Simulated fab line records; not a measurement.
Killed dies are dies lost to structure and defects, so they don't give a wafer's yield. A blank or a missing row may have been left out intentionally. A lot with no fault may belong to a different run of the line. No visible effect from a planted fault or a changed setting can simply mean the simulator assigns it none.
fab line records    flow ritCmos
record lots=7  wafers=21  lastDay=7
route steps=202 shown GATE@94 REOX@98 NLDD@103
lots that met no fault: from a run of the same line without faults
startH: hours from the record's opening day to when the first of the lot's shown wafers began    waitH: hours since the lot's step before    " the same as in the row above    L1.1+2: a row that stands for several wafers    - no value present, or no start provided    * or withheld: withheld    < > ~ a bound
route shown NAME@n: NAME is a module with steps in the file, n the number in the route of the first one    usual: average and standard deviation across the fault-free wafers    same: alike in all rows    chamber/n: place in a boat    sites: readings site by site    _std_site: standard deviation of those values    _edge_site: the outer-site mean with the inner-site mean subtracted    radiusMm: how far each site lies from the wafer's centre    mask NAME#n: copy n    behind: the most recent tool/chamber to have shaped the wafer    hold: the reason the lot was held/the length of the hold in hours/how it ended    device: transistor that didn't switch, given as n, p or np    end of line: the route-end tests of the same wafers    where a step has no rows: the recipe by itself    killed: dies lost to structure and defects at the first sort, not the wafer's yield    map: a wafer's dies, x killed, . not, _ none there
set.NAME: the setting that was run; set.NAME@STEP: the one run at that earlier step    model.NAME: the simulator's own value behind a step, which no gauge read
lots seen at some steps along the route; tables by step, rows by wafer
services: the hour from which a tool's chamber was out of use, counted from the record's first day as startH (under 0 if before that day), plus the number of hours and why
## steps
# step RIT_GATE_HARDBAKE_18
# recipe resist=NOVOLAK  tempC=140  timeS=60
# step RIT_GATE_ETCH_19
# recipe chemistry=SF6/CHF3/O2  timeS=165  SF6_flow_sccm=30  CHF3_flow_sccm=30  O2_flow_sccm=5  target=poly-Si  pressureMtorr=40  rfW=160  targetDepthA=3125  overEtchFrac=0.25  stopOn=SiO2
# usual SF6_flow_sccm=30.01/0.088  drypumpMotorCurrentA=5.8/0.46  oesProductAu=0.848/0.015  throttleValvePct=10.29/0.16
lot.wafer  tool      chamber  startH  waitH  SF6_flow_sccm  drypumpMotorCurrentA  oesProductAu  rfHoursCounterH  throttleValvePct
L878.1     rieSi-01  2        38.67   0.1    30.11          5.5                   0.849         29               10.44
L878.3     "         1        "       "      29.95          5.0                   0.852         95               10.35
L878.5     "         0        "       "      30.03          5.9                   0.806         -                10.01
L884.1     rieSi-01  3        67.37   0.1    30.05          6.1                   0.872         3                10.47
L884.3     "         1        "       "      29.98          5.0                   0.857         96               10.34
L884.4     "         0        "       "      29.99          5.9                   0.818         79               10.02
L885.1     rieSi-02  1        70.99   0.1    30.01          6.0                   0.843         2                10.21
L885.2     "         2        "       "      30.06          6.2                   0.843         140              10.10
L885.5     "         1        "       "      30.12          6.0                   0.845         -                10.20
L886.3     rieSi-01  0        76.40   0.1    29.97          5.9                   0.829         79               10.02
L886.4     "         3        "       "      30.09          6.2                   0.866         3                10.48
L886.5     "         1        "       "      30.18          5.0                   0.864         -                10.35
L896.1     rieSi-01  1        127.07  0.1    29.95          5.0                   0.863         96               10.34
L896.2     "         0        "       "      29.94          5.9                   0.824         79               10.03
L896.6     "         3        "       "      30.09          6.1                   0.866         -                10.47
L899.1     rieSi-02  1        143.39  0.1    30.11          6.0                   0.847         3                10.18
L899.3     "         2        "       "      29.86          6.2                   0.844         140              10.11
L899.6     "         0        "       "      29.98          5.3                   0.836         -                10.47
L901.4     rieSi-02  0        152.34  0.1    29.90          5.2                   0.834         0                10.46
L901.5     "         2        "       "      29.89          6.2                   0.842         -                10.09
L901.6     "         1        "       "      29.97          6.0                   0.853         -                10.19
# step RIT_GATE_STRIP_20
# recipe chemistry=O2  timeS=180  resist=NOVOLAK  platenTempC=withheld  powerW=500  pressureMtorr=4000  o2FlowSccm=4000
# usual drypumpMotorCurrentA=5.7/0.57  o2FlowSccm=4000/12
lot.wafer  tool            chamber  startH  waitH  drypumpMotorCurrentA  o2FlowSccm  rfHoursCounterH
L878.1     plasmaAsher-04  1        38.77   0.1    5.2                   4009        39
L878.3     "               0        "       "      4.8                   3988        -
L878.5     "               1        "       "      5.2                   4008        -
L884.1     plasmaAsher-02  1        67.48   0.1    5.8                   4017        43
L884.3     "               0        "       "      6.5                   3985        -
L884.4     "               1        "       "      5.8                   3997        -
L885.1     plasmaAsher-04  1        71.09   0.1    5.2                   4004        43
L885.2     "               0        "       "      4.8                   4000        43
L885.5     "               0        "       "      4.8                   3999        -
L886.3     plasmaAsher-04  0        76.56   0.1    4.8                   4005        -
L886.4     "               1        "       "      5.2                   4004        -
L886.5     "               1        "       "      5.2                   4018        -
L896.1     plasmaAsher-01  1        127.18  0.1    6.1                   4009        49
L896.2     "               0        "       "      5.1                   3999        49
L896.6     "               0        "       "      5.1                   3988        -
L899.1     plasmaAsher-02  1        143.49  0.1    5.7                   4002        52
L899.3     "               0        "       "      6.5                   4005        -
L899.6     "               1        "       "      5.7                   4013        -
L901.4     plasmaAsher-02  1        152.51  0.1    5.7                   3980        -
L901.5     "               1        "       "      5.7                   3982        -
L901.6     "               0        "       "      6.4                   4013        -
# step RIT_GATE_CD_MEAS_90
# recipe targetCdNm=150
# usual cdNm=150.0/2.4
lot.wafer  tool      chamber  startH  waitH  cdNm
L878.1     cdSem-01  -        38.95   0.1    152.5
L878.3     "         -        "       "      153.9
L878.5     "         -        "       "      151.8
L884.1     cdSem-02  -        67.66   0.1    151.5
L884.3     "         -        "       "      151.8
L884.4     "         -        "       "      152.7
L885.1     cdSem-01  -        71.27   0.1    153.4
L885.2     "         -        "       "      151.7
L885.5     "         -        "       "      152.2
L886.3     cdSem-02  -        76.72   0.1    152.0
L886.4     "         -        "       "      152.1
L886.5     "         -        "       "      152.0
L896.1     cdSem-02  -        127.35  0.1    150.5
L896.2     "         -        "       "      149.5
L896.6     "         -        "       "      150.3
L899.1     cdSem-01  -        143.67  0.1    147.1
L899.3     "         -        "       "      147.0
L899.6     "         -        "       "      149.0
L901.4     cdSem-02  -        152.69  0.1    148.8
L901.5     "         -        "       "      150.5
L901.6     "         -        "       "      149.3
# step RIT_REOX_CLEAN_00
# recipe chemistry=SC1  mix=3:3:50  timeS=600  tempC=75
# step RIT_REOX_CLEAN_01
# recipe chemistry=dHF  dilution=50:1  timeS=30
# step RIT_REOX_CLEAN_02
# recipe chemistry=SC2  mix=3:3:50  timeS=600  tempC=75  dry=n2Spin
# step RIT_REOX_OXIDATION_03
# recipe tempC=900  ambient=O2  targetThkA=252  oxTimeS=5580
# step RIT_REOX_THK_MEAS_04
# recipe reads=SiO2_of_REOX_OXIDATION_03
# usual REOX_OXIDE_THK=25.1/0.4
lot.wafer  tool          chamber  startH  waitH  REOX_OXIDE_THK[nm]
L878.1     filmMetro-02  -        41.99   0.0    25.5
L878.3     "             -        "       "      25.7
L878.5     "             -        "       "      25.4
L884.1     filmMetro-01  -        70.69   0.0    24.8
L884.3     "             -        "       "      24.7
L884.4     "             -        "       "      24.3
L885.1     filmMetro-01  -        74.59   0.0    24.9
L885.2     "             -        "       "      25.1
L885.5     "             -        "       "      25.1
L886.3     filmMetro-01  -        81.78   0.0    25.2
L886.4     "             -        "       "      24.8
L886.5     "             -        "       "      25.2
L896.1     filmMetro-02  -        130.64  0.0    25.0
L896.2     "             -        "       "      25.2
L896.6     "             -        "       "      24.9
L899.1     filmMetro-02  -        146.71  0.0    25.3
L899.3     "             -        "       "      24.8
L899.6     "             -        "       "      25.3
L901.4     filmMetro-01  -        155.85  0.0    25.5
L901.5     "             -        "       "      26.0
L901.6     "             -        "       "      25.9
# step RIT_NLDD_HMDS_00
# recipe primeTimeS=60  primeTempC=140
# step RIT_NLDD_COAT_01
# recipe resist=NOVOLAK  spinRpm=3250  resistThkNm=1000
# step RIT_NLDD_SOFTBAKE_02
# recipe resist=NOVOLAK  tempC=90  timeS=60
# step RIT_NLDD_EXPOSE_03
# recipe maskId=M7  na=0.57  targetCdNm=40700  doseMj=250
# usual exposureDoseMJCm2=249.94/0.23  focusOffsetNm=0.0/0.45
lot.wafer  tool             chamber  startH  waitH  mask  exposureDoseMJCm2  focusOffsetNm
L878.1     ilineStepper-02  0        42.50   0.1    M7#0  249.89             -0.1
L878.3     "                0        "       "      M7#0  249.68             -0.1
L878.5     "                0        "       "      M7#0  249.98             -0.6
L884.1     ilineStepper-01  -        71.33   0.2    M7#0  -                  -
L884.3     "                -        "       "      M7#0  -                  -
L884.4     "                -        "       "      M7#0  -                  -
L885.1     ilineStepper-02  -        75.22   0.2    M7#0  -                  -
L885.2     "                -        "       "      M7#0  -                  -
L885.5     "                -        "       "      M7#0  -                  -
L886.3     ilineStepper-02  -        82.31   0.1    M7#0  -                  -
L886.4     "                -        "       "      M7#0  -                  -
L886.5     "                -        "       "      M7#0  -                  -
L896.1     ilineStepper-01  0        131.21  0.1    M7#0  250.30             -0.5
L896.2     "                0        "       "      M7#0  249.90             0.3
L896.6     "                0        "       "      M7#0  249.73             -0.1
L899.1     ilineStepper-01  0        147.63  0.2    M7#0  250.09             0.2
L899.3     "                0        "       "      M7#0  249.65             0.1
L899.6     "                0        "       "      M7#0  249.87             0.5
L901.4     ilineStepper-02  0        156.48  0.1    M7#0  250.48             0.0
L901.5     "                0        "       "      M7#0  250.31             -0.1
L901.6     "                0        "       "      M7#0  250.08             0.6
# step RIT_NLDD_PEB_04
# recipe resist=NOVOLAK  tempC=withheld  timeS=withheld
## services
tool             chamber  startH  hours  kind
plasmaAsher-01   -        22.10   1.8    repair
ilineStepper-01  0        36.84   -      calibration
rieSi-02         2        41.79   8.6    repair
rieSi-02         3        50.37   -      clean
rieSi-02         3        50.37   24.1   scheduledDown
rieSi-02         3        50.37   24.1   ventCycle
plasmaAsher-01   -        85.33   2.8    pm
rieSi-02         1        95.70   1.9    repair
ilineStepper-02  -        97.56   2.5    repair
plasmaAsher-04   -        108.75  9.0    pm
plasmaAsher-04   0        108.75  9.0    ventCycle
plasmaAsher-04   1        108.75  9.0    ventCycle
plasmaAsher-04   0        117.75  -      clean
plasmaAsher-04   1        117.75  -      clean
ilineStepper-01  -        119.86  1.7    pm
rieSi-02         0        121.22  -      clean
rieSi-02         0        121.22  12.4   scheduledDown
rieSi-02         0        121.22  12.4   ventCycle
## key
firstSign step=RIT_NLDD_EXPOSE_03  reading=toolRecord  direction=missing
effect none on later readings
metAt RIT_NLDD_EXPOSE_03
struckWafers L884.1,L884.3,L884.4,L885.1,L885.2,L885.5,L886.3,L886.4,L886.5
sortLeftOut L884.1,L884.3,L884.4,L885.1,L885.2,L885.5,L886.3,L886.4,L886.5
testerLeftOut L884,L885,L886
onsetBetween 42.50 71.33
fault kind=skippedStepWhole  tool=ilineStepper-01,ilineStepper-02  chamber=-  onsetH=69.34  steps=RIT_NLDD_EXPOSE_03  scope=struckLotsOnly
# testerLeftOut: of these lots the tester's yield and bins aren't shown, on N5 and GAA mostly nor the transistor test; their killed dies are dies lost to structure and defects alone, not to doping, threshold or leakage, so they don't give the yield
# sortLeftOut: the simulated sort isn't trusted on such a fault, so these wafers' sort isn't shown, and their yield isn't known
